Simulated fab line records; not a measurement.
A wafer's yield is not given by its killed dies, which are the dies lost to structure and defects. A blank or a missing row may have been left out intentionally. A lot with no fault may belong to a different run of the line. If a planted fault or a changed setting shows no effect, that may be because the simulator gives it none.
fab line records | flow berkeleyCmos170
record: lots: 14 | wafers: 42 | lastDay: 11
route steps=331 shown NWELL@19 PWELL@48 PVT@121
lots with no fault: from the same line, run without faults
startH: hours from the record's opening day to when the first of the lot's shown wafers began | waitH: how many hours have passed since the lot's step before this one | " same as the row above | L1.1+2: a row that stands for several wafers | - either no value or no given start | * or withheld: withheld | < > ~ a bound
route shown NAME@n: a module of which the file shows steps, and the number in the route of the first | usual: mean and standard deviation over wafers with no fault | same: alike in all rows | chamber/n: place in a boat | sites: each site's reading | _std_site: standard deviation across them | _edge_site: inner sites' mean taken away from outer sites' mean | radiusMm: for every site, how far away it sits from the centre of the wafer | mask NAME#n: copy n | behind: the last tool/chamber to shape the wafer | hold: why the lot went on hold/how many hours it stayed there/how the hold came to an end | device: names the non-switching transistor (n, p or np) | end of line: tests run on the same wafers once the route is complete | step lacking rows: just its recipe | killed: the dies lost at the first sort to structure and to defects; this is not the yield of the wafer | map: shows each die of a wafer: x if killed, . if not, _ if none is there
set.NAME: the setting as run; set.NAME@STEP: as run at that earlier step | model.NAME: the simulator's own value behind a step, which no gauge read
the route's steps for a sample of lots (tables are steps, rows are wafers)
services: when a tool's chamber went out of use (startH, in hours from the record's first day, below 0 if earlier), for how many hours, and the reason
== steps ==
step: UCB170_NWELL_THK_MEAS_05
recipe: reads: Si3N4_of_NWELL_CVD_04
usual: NWELL_NITRIDE_THK: 224.6/2.1
lot.wafer | tool         | chamber | startH | waitH | NWELL_NITRIDE_THK[nm]
L262.1    | filmMetro-03 | -       | 34.60  | 0.0   | 222.6
L262.2    | "            | -       | "      | "     | 223.2
L262.4    | "            | -       | "      | "     | 222.0
L264.1    | filmMetro-03 | -       | 40.60  | 0.0   | 227.2
L264.3    | "            | -       | "      | "     | 226.3
L264.6    | "            | -       | "      | "     | 226.8
L265.4    | filmMetro-04 | -       | 40.63  | 0.0   | 224.8
L265.5    | "            | -       | "      | "     | 222.7
L265.6    | "            | -       | "      | "     | 224.6
L266.1    | filmMetro-03 | -       | 42.41  | 0.0   | 224.1
L266.3    | "            | -       | "      | "     | 223.5
L266.5    | "            | -       | "      | "     | 223.4
L267.1    | filmMetro-03 | -       | 54.00  | 0.0   | 226.3
L267.3    | "            | -       | "      | "     | 226.1
L267.5    | "            | -       | "      | "     | 224.6
L268.2    | filmMetro-04 | -       | 54.01  | 0.0   | 224.9
L268.5    | "            | -       | "      | "     | 224.3
L268.6    | "            | -       | "      | "     | 224.5
L269.3    | filmMetro-04 | -       | 64.14  | 0.0   | 222.4
L269.5    | "            | -       | "      | "     | 221.3
L269.6    | "            | -       | "      | "     | 223.9
L271.1    | filmMetro-01 | -       | 73.31  | 0.0   | 223.9
L271.2    | "            | -       | "      | "     | 223.2
L271.6    | "            | -       | "      | "     | 224.4
L275.1    | filmMetro-01 | -       | 91.70  | 0.0   | 227.4
L275.5    | "            | -       | "      | "     | 225.2
L275.6    | "            | -       | "      | "     | 225.9
L280.1    | filmMetro-01 | -       | 117.97 | 0.1   | 223.0
L280.5    | "            | -       | "      | "     | 225.5
L280.6    | "            | -       | "      | "     | 224.5
L279.3    | filmMetro-04 | -       | 118.04 | 0.2   | 224.3
L279.4    | "            | -       | "      | "     | 227.5
L279.5    | "            | -       | "      | "     | 227.1
L282.2    | filmMetro-03 | -       | 130.91 | 0.0   | 226.7
L282.4    | "            | -       | "      | "     | 226.3
L282.5    | "            | -       | "      | "     | 226.8
L283.1    | filmMetro-03 | -       | 136.32 | 0.0   | 225.7
L283.2    | "            | -       | "      | "     | 225.5
L283.3    | "            | -       | "      | "     | 225.1
L284.1    | filmMetro-01 | -       | 136.32 | 0.0   | 223.6
L284.2    | "            | -       | "      | "     | 224.9
L284.4    | "            | -       | "      | "     | 225.8
step: UCB170_NWELL_ETCH_13
recipe: chemistry: CH3F/Ar/O2 | target: Si3N4 | stopOn: SiO2 | CH3F_flow_sccm: 20 | Ar_flow_sccm: 50 | O2_flow_sccm: 7 | pressureMtorr: 50 | rfW: 450 | targetDepthA: 2464 | overEtchFrac: 0.1 | timeS: 154
usual: drypumpMotorCurrentA: 5.9/0.42 | oesProductAu: 0.938/0.015 | throttleValvePct: 7.96/0.11
lot.wafer | tool       | chamber | startH | waitH | drypumpMotorCurrentA | oesProductAu | rfHoursCounterH | throttleValvePct
L262.1    | rieDiel-02 | 1       | 35.64  | 0.0   | 6.1                  | 0.959        | 17              | 7.81
L262.2    | "          | 2       | "      | "     | 5.1                  | 0.949        | 158             | 7.94
L262.4    | "          | 3       | "      | "     | 5.6                  | 0.948        | 85              | 8.06
L265.4    | rieDiel-04 | 0       | 42.23  | 0.0   | 6.5                  | 0.928        | 151             | 7.84
L265.5    | "          | 1       | "      | "     | 5.7                  | 0.930        | -               | 8.00
L265.6    | "          | 2       | "      | "     | 6.6                  | 0.924        | -               | 7.87
L264.1    | rieDiel-02 | 0       | 42.55  | 0.0   | 5.4                  | 0.949        | 126             | 7.99
L264.3    | "          | 3       | "      | "     | 5.6                  | 0.966        | 85              | 8.05
L264.6    | "          | 2       | "      | "     | 5.1                  | 0.961        | -               | 7.93
L266.1    | rieDiel-04 | 0       | 43.67  | 0.0   | 6.5                  | 0.928        | 152             | 7.85
L266.3    | "          | 1       | "      | "     | 5.7                  | 0.931        | 104             | 8.01
L266.5    | "          | 2       | "      | "     | 6.6                  | 0.924        | -               | 7.86
L268.2    | rieDiel-02 | 1       | 55.07  | 0.0   | 6.1                  | 0.968        | 18              | 7.83
L268.5    | "          | 1       | "      | "     | 6.1                  | 0.967        | -               | 7.82
L268.6    | "          | 0       | "      | "     | 5.4                  | 0.934        | -               | 8.01
L267.1    | rieDiel-01 | 1       | 55.18  | 0.0   | 5.9                  | 0.955        | 145             | 7.83
L267.3    | "          | 2       | "      | "     | 5.9                  | 0.954        | 115             | 8.07
L267.5    | "          | 3       | "      | "     | 5.5                  | 0.935        | -               | 7.93
L269.3    | rieDiel-02 | 3       | 65.29  | 0.0   | 5.6                  | 0.952        | 86              | 8.05
L269.5    | "          | 3       | "      | "     | 5.6                  | 0.960        | -               | 8.06
L269.6    | "          | 0       | "      | "     | 5.4                  | 0.938        | -               | 7.99
L271.1    | rieDiel-01 | 1       | 74.49  | 0.0   | 6.0                  | 0.950        | 146             | 7.82
L271.2    | "          | 0       | "      | "     | 5.6                  | 0.912        | 2               | 7.95
L271.6    | "          | 1       | "      | "     | 6.0                  | 0.950        | -               | 7.84
L275.1    | rieDiel-01 | 2       | 92.64  | 0.0   | 5.9                  | 0.962        | 116             | 8.08
L275.5    | "          | 0       | "      | "     | 5.6                  | 0.909        | -               | 7.96
L275.6    | "          | 3       | "      | "     | 5.5                  | 0.932        | -               | 7.93
L280.1    | rieDiel-01 | 2       | 120.10 | 0.0   | 5.9                  | 0.946        | 117             | 8.06
L280.5    | "          | 0       | "      | "     | 5.6                  | 0.910        | -               | 7.96
L280.6    | "          | 1       | "      | "     | 6.0                  | 0.946        | -               | 7.84
L279.3    | rieDiel-04 | 2       | 120.25 | 0.0   | 6.6                  | 0.929        | 102             | 7.87
L279.4    | "          | 0       | "      | "     | 6.5                  | 0.935        | 156             | 7.85
L279.5    | "          | 2       | "      | "     | 6.6                  | 0.931        | -               | 7.88
L282.2    | rieDiel-01 | 1       | 131.84 | 0.0   | 6.0                  | 0.956        | 148             | 7.81
L282.4    | "          | 0       | "      | "     | 5.6                  | 0.926        | 4               | 7.96
L282.5    | "          | 1       | "      | "     | 5.9                  | 0.947        | -               | 7.83
L283.1    | rieDiel-01 | 1       | 137.38 | 0.0   | 6.0                  | 0.940        | 148             | 7.82
L283.2    | "          | 0       | "      | "     | 5.6                  | 0.916        | 4               | 7.97
L283.3    | "          | 3       | "      | "     | 5.5                  | 0.934        | 153             | 7.92
L284.1    | rieDiel-01 | 1       | 137.68 | 0.0   | 6.0                  | 0.937        | 148             | 7.82
L284.2    | "          | 2       | "      | "     | 5.9                  | 0.953        | 117             | 8.07
L284.4    | "          | 0       | "      | "     | 5.7                  | 0.918        | 4               | 7.96
step: UCB170_PWELL_ETCH_14
recipe: chemistry: CH3F/Ar/O2 | target: Si3N4 | stopOn: SiO2 | CH3F_flow_sccm: 20 | Ar_flow_sccm: 50 | O2_flow_sccm: 7 | pressureMtorr: 50 | rfW: 450 | targetDepthA: 2420 | overEtchFrac: 0.1 | timeS: 151
usual: drypumpMotorCurrentA: 5.8/0.51 | oesProductAu: 0.939/0.015 | throttleValvePct: 8.01/0.13
lot.wafer | tool       | chamber | startH | waitH | drypumpMotorCurrentA | oesProductAu | rfHoursCounterH | throttleValvePct
L262.1    | rieDiel-04 | 3       | 49.31  | 0.0   | 5.9                  | 0.939        | 67              | 8.18
L262.2    | "          | 2       | "      | "     | 6.6                  | 0.915        | 98              | 7.87
L262.4    | "          | 0       | "      | "     | 6.5                  | 0.920        | 152             | 7.83
L265.4    | rieDiel-02 | 0       | 58.73  | 0.0   | 5.4                  | 0.934        | 127             | 8.00
L265.5    | "          | 3       | "      | "     | 5.7                  | 0.959        | -               | 8.06
L265.6    | "          | 0       | "      | "     | 5.4                  | 0.935        | -               | 7.98
L264.1    | rieDiel-03 | 2       | 58.92  | 0.0   | 6.3                  | 0.939        | 132             | 8.05
L264.3    | "          | 0       | "      | "     | 5.8                  | 0.939        | 53              | 8.04
L264.6    | "          | 3       | "      | "     | 4.8                  | 0.956        | -               | 8.05
L266.1    | rieDiel-02 | 3       | 63.00  | 0.0   | 5.6                  | 0.972        | 86              | 8.04
L266.3    | "          | 0       | "      | "     | 5.4                  | 0.946        | 127             | 8.00
L266.5    | "          | 2       | "      | "     | 5.1                  | 0.948        | -               | 7.92
L268.2    | rieDiel-02 | 2       | 72.38  | 0.0   | 5.1                  | 0.943        | 160             | 7.93
L268.5    | "          | 3       | "      | "     | 5.7                  | 0.746        | -               | 8.04
L268.6    | "          | 2       | "      | "     | 5.1                  | 0.946        | -               | 7.93
L267.1    | rieDiel-04 | 3       | 72.49  | 0.0   | 5.9                  | 0.937        | 68              | 8.17
L267.3    | "          | 2       | "      | "     | 6.7                  | 0.933        | 99              | 7.89
L267.5    | "          | 2       | "      | "     | 6.6                  | 0.927        | -               | 7.86
L269.3    | rieDiel-02 | 1       | 80.34  | 0.0   | 6.1                  | 0.960        | 19              | 7.83
L269.5    | "          | 3       | "      | "     | 5.6                  | 0.752        | -               | 8.06
L269.6    | "          | 0       | "      | "     | 5.4                  | 0.932        | -               | 7.99
L271.1    | rieDiel-04 | 0       | 90.58  | 0.0   | 6.5                  | 0.924        | 154             | 7.83
L271.2    | "          | 1       | "      | "     | 5.7                  | 0.928        | 106             | 8.02
L271.6    | "          | 1       | "      | "     | 5.7                  | 0.936        | -               | 8.00
L275.1    | rieDiel-03 | 0       | 119.27 | 0.0   | 5.8                  | 0.930        | 56              | 8.05
L275.5    | "          | 1       | "      | "     | 5.4                  | 0.916        | -               | 8.27
L275.6    | "          | 2       | "      | "     | 6.3                  | 0.915        | -               | 8.04
L279.3    | rieDiel-02 | 2       | 146.25 | 0.0   | 5.1                  | 0.940        | 0               | 7.94
L279.4    | "          | 1       | "      | "     | 6.1                  | 0.961        | 22              | 7.83
L279.5    | "          | 1       | "      | "     | 6.1                  | 0.959        | -               | 7.84
L280.1    | rieDiel-04 | 1       | 146.43 | 0.0   | 5.7                  | 0.932        | 109             | 8.02
L280.5    | "          | 1       | "      | "     | 5.7                  | 0.938        | -               | 8.02
L280.6    | "          | 2       | "      | "     | 6.6                  | 0.927        | -               | 7.87
L282.2    | rieDiel-02 | 3       | 146.80 | 0.0   | 5.6                  | 0.961        | 91              | 8.04
L282.4    | "          | 2       | "      | "     | 5.1                  | 0.944        | 0               | 7.94
L282.5    | "          | 2       | "      | "     | 5.1                  | 0.937        | -               | 7.94
L283.1    | rieDiel-03 | 3       | 152.17 | 0.0   | 4.8                  | 0.948        | 4               | 8.05
L283.2    | "          | 2       | "      | "     | 6.3                  | 0.932        | 137             | 8.05
L283.3    | "          | 1       | "      | "     | 5.3                  | 0.934        | 42              | 8.28
L284.1    | rieDiel-04 | 3       | 152.31 | 0.0   | 5.9                  | 0.949        | 72              | 8.19
L284.2    | "          | 2       | "      | "     | 6.7                  | 0.929        | 103             | 7.88
L284.4    | "          | 3       | "      | "     | 5.9                  | 0.935        | -               | 8.18
step: UCB170_PWELL_STRIP_16
recipe: chemistry: O2 | powerW: 400 | pressureMtorr: 3500 | platenTempC: withheld | o2FlowSccm: 400 | overashFraction: 0.5
usual: drypumpMotorCurrentA: 5.7/0.38 | o2FlowSccm: 399.7/1.3 | oesProductAu: 0.721/0.0047 | stripTimeToEndpointS: 18.06/0.088
lot.wafer | tool           | chamber | startH | waitH | drypumpMotorCurrentA | o2FlowSccm | oesProductAu | rfHoursCounterH | stripTimeToEndpointS
L262.1    | plasmaAsher-02 | 0       | 49.56  | 0.1   | 6.2                  | 400.0      | 0.722        | 32              | 17.96
L262.2    | "              | 1       | "      | "     | 5.6                  | 400.2      | 0.722        | 32              | 18.07
L262.4    | "              | 0       | "      | "     | 6.2                  | 398.8      | 0.730        | -               | 18.07
L265.4    | plasmaAsher-01 | 1       | 59.01  | 0.1   | 5.8                  | 398.9      | 0.722        | -               | 18.03
L265.5    | "              | 1       | "      | "     | 5.8                  | 398.7      | 0.724        | -               | 18.21
L265.6    | "              | 0       | "      | "     | 5.1                  | 401.1      | 0.716        | -               | 18.09
L264.1    | plasmaAsher-02 | 0       | 59.17  | 0.1   | 6.2                  | 399.2      | 0.721        | 33              | 18.06
L264.3    | "              | 0       | "      | "     | 6.2                  | 399.3      | 0.724        | -               | 18.00
L264.6    | "              | 0       | "      | "     | 6.2                  | 400.9      | 0.725        | -               | 18.08
L266.1    | plasmaAsher-02 | 0       | 63.25  | 0.1   | 6.2                  | 400.5      | 0.718        | 34              | 18.14
L266.3    | "              | 1       | "      | "     | 5.6                  | 399.7      | 0.716        | -               | 18.00
L266.5    | "              | 0       | "      | "     | 6.2                  | 399.1      | 0.718        | -               | 17.97
L268.2    | plasmaAsher-03 | 1       | 72.63  | 0.1   | 6.1                  | 400.7      | 0.719        | 38              | 17.87
L268.5    | "              | 1       | "      | "     | 6.1                  | 399.0      | 0.722        | -               | 19.64
L268.6    | "              | 0       | "      | "     | 5.7                  | 404.5      | 0.725        | -               | 17.95
L267.1    | plasmaAsher-01 | 0       | 72.75  | 0.1   | 5.2                  | 398.0      | 0.721        | 35              | 18.06
L267.3    | "              | 0       | "      | "     | 5.1                  | 396.4      | 0.714        | -               | 18.16
L267.5    | "              | 0       | "      | "     | 5.2                  | 398.0      | 0.723        | -               | 18.12
L269.3    | plasmaAsher-01 | 1       | 80.62  | 0.1   | 5.8                  | 399.6      | 0.717        | -               | 18.14
L269.5    | "              | 1       | "      | "     | 5.8                  | 398.3      | 0.719        | -               | 19.69
L269.6    | "              | 0       | "      | "     | 5.1                  | 398.9      | 0.724        | -               | 18.07
L271.1    | plasmaAsher-02 | 0       | 90.83  | 0.1   | 6.2                  | 399.1      | 0.720        | 37              | 18.06
L271.2    | "              | 1       | "      | "     | 5.6                  | 399.9      | 0.716        | 37              | 18.10
L271.6    | "              | 1       | "      | "     | 5.6                  | 400.7      | 0.725        | -               | 18.10
L275.1    | plasmaAsher-01 | 1       | 119.52 | 0.1   | 5.8                  | 398.6      | 0.709        | 40              | 17.88
L275.5    | "              | 1       | "      | "     | 5.8                  | 395.5      | 0.721        | -               | 17.95
L275.6    | "              | 0       | "      | "     | 5.1                  | 399.2      | 0.724        | -               | 17.94
L279.3    | plasmaAsher-01 | 1       | 146.53 | 0.1   | 5.8                  | 398.2      | 0.714        | -               | 18.05
L279.4    | "              | 0       | "      | "     | 5.1                  | 400.8      | 0.729        | -               | 18.11
L279.5    | "              | 0       | "      | "     | 5.1                  | 401.6      | 0.720        | -               | 18.09
L280.1    | plasmaAsher-02 | 1       | 146.68 | 0.1   | 5.6                  | 400.2      | 0.715        | 43              | 18.17
L280.5    | "              | 1       | "      | "     | 5.6                  | 399.0      | 0.721        | -               | 18.22
L280.6    | "              | 0       | "      | "     | 6.2                  | 400.0      | 0.720        | -               | 18.22
L282.2    | plasmaAsher-01 | 1       | 147.05 | 0.1   | 5.8                  | 402.0      | 0.712        | 44              | 17.96
L282.4    | "              | 0       | "      | "     | 5.1                  | 399.8      | 0.727        | -               | 17.95
L282.5    | "              | 0       | "      | "     | 5.1                  | 400.8      | 0.722        | -               | 17.91
L283.1    | plasmaAsher-03 | 0       | 152.43 | 0.1   | 5.7                  | 400.9      | 0.724        | 4               | 18.00
L283.2    | "              | 1       | "      | "     | 6.0                  | 398.3      | 0.722        | 4               | 18.05
L283.3    | "              | 1       | "      | "     | 6.1                  | 399.5      | 0.716        | -               | 18.08
L284.1    | plasmaAsher-01 | 1       | 152.57 | 0.1   | 5.8                  | 399.2      | 0.720        | 44              | 18.19
L284.2    | "              | 0       | "      | "     | 5.2                  | 400.3      | 0.722        | 44              | 18.20
L284.4    | "              | 0       | "      | "     | 5.1                  | 400.0      | 0.721        | -               | 18.16
step: UCB170_PVT_OVL_MEAS_06
usual: PVT_OVL: 1/5.2
lot.wafer | tool       | chamber | startH | waitH | PVT_OVL[nm]
L262.1    | overlay-01 | -       | 116.61 | -     | 1
L262.2    | "          | -       | "      | "     | -4
L262.4    | "          | -       | "      | "     | -3
L264.1    | overlay-01 | -       | 124.37 | -     | 1
L264.3    | "          | -       | "      | "     | -2
L264.6    | "          | -       | "      | "     | -2
L265.4    | overlay-01 | -       | 124.93 | -     | 3
L265.5    | "          | -       | "      | "     | -1
L265.6    | "          | -       | "      | "     | 8
L267.1    | overlay-01 | -       | 130.25 | -     | 6
L267.3    | "          | -       | "      | "     | 4
L267.5    | "          | -       | "      | "     | 4
L266.1    | overlay-01 | -       | 130.52 | -     | -2
L266.3    | "          | -       | "      | "     | -3
L266.5    | "          | -       | "      | "     | 2
L268.2    | overlay-02 | -       | 130.61 | -     | 8
L268.6    | "          | -       | "      | "     | 4
L269.3    | overlay-02 | -       | 147.63 | -     | -1
L269.6    | "          | -       | "      | "     | 10
L271.1    | overlay-02 | -       | 154.61 | -     | 1
L271.2    | "          | -       | "      | "     | -2
L271.6    | "          | -       | "      | "     | 3
L275.1    | overlay-02 | -       | 174.45 | -     | 3
L275.5    | "          | -       | "      | "     | 3
L275.6    | "          | -       | "      | "     | 11
L283.1    | overlay-02 | -       | 207.28 | -     | -3
L283.2    | "          | -       | "      | "     | 1
L283.3    | "          | -       | "      | "     | 1
L280.1    | overlay-02 | -       | 207.55 | -     | 8
L280.5    | "          | -       | "      | "     | 9
L280.6    | "          | -       | "      | "     | 7
L284.1    | overlay-01 | -       | 207.61 | -     | -3
L284.2    | "          | -       | "      | "     | 5
L284.4    | "          | -       | "      | "     | 0
L279.3    | overlay-02 | -       | 207.90 | -     | 5
L279.4    | "          | -       | "      | "     | -2
L279.5    | "          | -       | "      | "     | 2
L282.2    | overlay-01 | -       | 208.12 | -     | 13
L282.4    | "          | -       | "      | "     | 8
L282.5    | "          | -       | "      | "     | -1
== services ==
tool           | chamber | startH | hours | kind
plasmaAsher-02 | -       | 17.20  | 2.6   | repair
rieDiel-04     | 1       | 17.47  | 12.0  | repair
rieDiel-03     | 1       | 28.17  | 4.4   | repair
rieDiel-01     | 2       | 39.81  | 3.4   | repair
plasmaAsher-03 | -       | 42.89  | 1.8   | repair
rieDiel-01     | -       | 48.03  | 0.5   | repair
rieDiel-03     | 3       | 59.98  | -     | clean
rieDiel-03     | 3       | 59.98  | 15.3  | scheduledDown
rieDiel-04     | 2       | 67.35  | 4.5   | repair
rieDiel-02     | 1       | 86.03  | 10.2  | repair
rieDiel-01     | 0       | 96.54  | 6.0   | repair
rieDiel-03     | 2       | 108.32 | 1.7   | repair
plasmaAsher-03 | -       | 108.75 | 9.0   | pm
rieDiel-02     | 2       | 117.42 | -     | clean
rieDiel-02     | 2       | 117.42 | 20.3  | scheduledDown
rieDiel-02     | 2       | 117.42 | 20.3  | ventCycle
rieDiel-03     | 3       | 118.93 | 3.7   | repair
rieDiel-01     | -       | 122.59 | 2.8   | pm
rieDiel-01     | 3       | 144.14 | -     | clean
rieDiel-01     | 3       | 144.14 | 18.0  | scheduledDown
rieDiel-01     | 3       | 144.14 | 18.0  | ventCycle
rieDiel-04     | 0       | 149.40 | -     | clean
rieDiel-04     | 0       | 149.40 | 25.9  | scheduledDown
rieDiel-04     | 0       | 149.40 | 25.9  | ventCycle
== key ==
firstSign: step: UCB170_PWELL_ETCH_14 | reading: oesProductAu | direction: down | sigmas: 13 | usual: 0.939 | struck: 0.749
effect: step: UCB170_PWELL_STRIP_16 | reading: stripTimeToEndpointS | direction: up | sigmas: 18 | usual: * | struck: *
metAt UCB170_PWELL_ETCH_14
struckLots L268,L269
struckWafers L268.5,L269.5
laterRowsLeftOut L268.5,L269.5
sortLeftOut L268.5,L269.5
testerLeftOut L268,L269
notActingAt UCB170_NWELL_THK_MEAS_05,UCB170_NWELL_ETCH_13,UCB170_PVT_OVL_MEAS_06
onsetBetween 63.00 72.38
fault: kind: processParameterDrift | tool: rieDiel-02 | chamber: 3 | onsetH: 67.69 | steps: UCB170_PWELL_ETCH_14 | channel: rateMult | offset: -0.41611 | shape: step | endH: 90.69
testerLeftOut: of these lots the tester's yield and bins aren't shown, on N5 and GAA mostly nor the transistor test; their killed dies are dies lost to structure and defects alone, not to doping, threshold or leakage, so they don't give the yield
sortLeftOut: the simulated sort isn't trusted on such a fault, so these wafers' sort isn't shown, and their yield isn't known
laterRowsLeftOut: the simulator's readings of these wafers behind a module that went badly wrong aren't trusted and aren't shown, but for the sort
